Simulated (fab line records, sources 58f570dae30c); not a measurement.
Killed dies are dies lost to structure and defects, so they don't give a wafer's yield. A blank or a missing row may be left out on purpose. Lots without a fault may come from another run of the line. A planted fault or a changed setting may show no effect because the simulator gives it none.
One fault seen from 2 desks | flow berkeley_cmos170 | each desk has only its own numbers; what lay behind them comes last

THE METROLOGY DESK
What the gauges read, lot by lot, whatever tool the lot ran on: means of the sampled wafers that have a number. A lot is out of limits, marked OUT, if its mean lies more than 4 standard deviations from the usual mean; the brackets give that distance.
Columns: A = PWELL_NITRIDE_THK at UCB170_PWELL_THK_MEAS_06, usual 220.0 nm; B = NVT_TW at UCB170_NVT_TW_MEAS_09, usual 524
lot  | first seen here | A     | B
L311 | day 3 10:11     | 219.7 | 522
L310 | day 3 10:14     | 222.1 | 520
L312 | day 3 17:48     | 220.3 | 531
L313 | day 3 17:48     | 220.4 | 522
L314 | day 4 13:41     | 220.1 | 523
L315 | day 4 13:44     | 222.0 | 527
L318 | day 5 00:29     | 221.2 | 527
L317 | day 5 00:29     | 215.1 | 520
L319 | day 5 14:31     | 222.8 | 568 (+12) OUT
L325 | day 6 13:31     | 219.4 | 570 (+13) OUT
L327 | day 6 19:00     | 219.7 | 529
L329 | day 7 05:15     | 222.8 | 524
L330 | day 7 17:38     | 218.4 | 520
L331 | day 7 17:43     | 216.2 | 518
This desk's finding: out of limits on L319, L325; first on L319, day 8 19:41 (NVT_TW at UCB170_NVT_TW_MEAS_09). In limits: L311, L310, L312, L313, L314, L315, L318, L317, L327, L329, L330, L331.

THE TOOL OWNER'S DESK: implanter-04
The tool's own readings at UCB170_NVT_IMPLANT_07: means of the sampled wafers that have a number, for each lot that ran on this tool. A lot is out of limits, marked OUT, if its mean lies more than 4 standard deviations from the usual mean; the brackets give that distance.
Columns: A = beam_energy_keV at UCB170_NVT_IMPLANT_07, usual 49.999
lot  | first seen here | A
L313 | day 6 14:52     | 50.000
L315 | day 7 13:52     | 49.979
L318 | day 7 20:58     | 50.008
L319 | day 8 19:26     | 67.509 (+99 or more) OUT
L325 | day 9 09:59     | 67.494 (+99 or more) OUT
This desk's finding: out of limits on L319, L325; first on L319, day 8 19:26 (beam_energy_keV at UCB170_NVT_IMPLANT_07). In limits: L313, L315, L318.

PUT TOGETHER
The tool owner's desk could have raised an alarm at day 8 19:26, on L319, L325.
The metrology desk could have raised an alarm at day 8 19:41, on L319, L325.
Of the lots named, all ran UCB170_NVT_IMPLANT_07 on implanter-04.

WHAT THE SIMULATOR HAD PUT IN
Process parameter drift: implanter-04, from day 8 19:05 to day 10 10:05, at UCB170_NVT_IMPLANT_07. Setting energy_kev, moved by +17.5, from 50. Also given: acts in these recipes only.
Lots struck among those shown: L319, L325.
Hours from the fault's start to each desk's first reading out of limits: the tool owner's desk, 0; the metrology desk, 1.
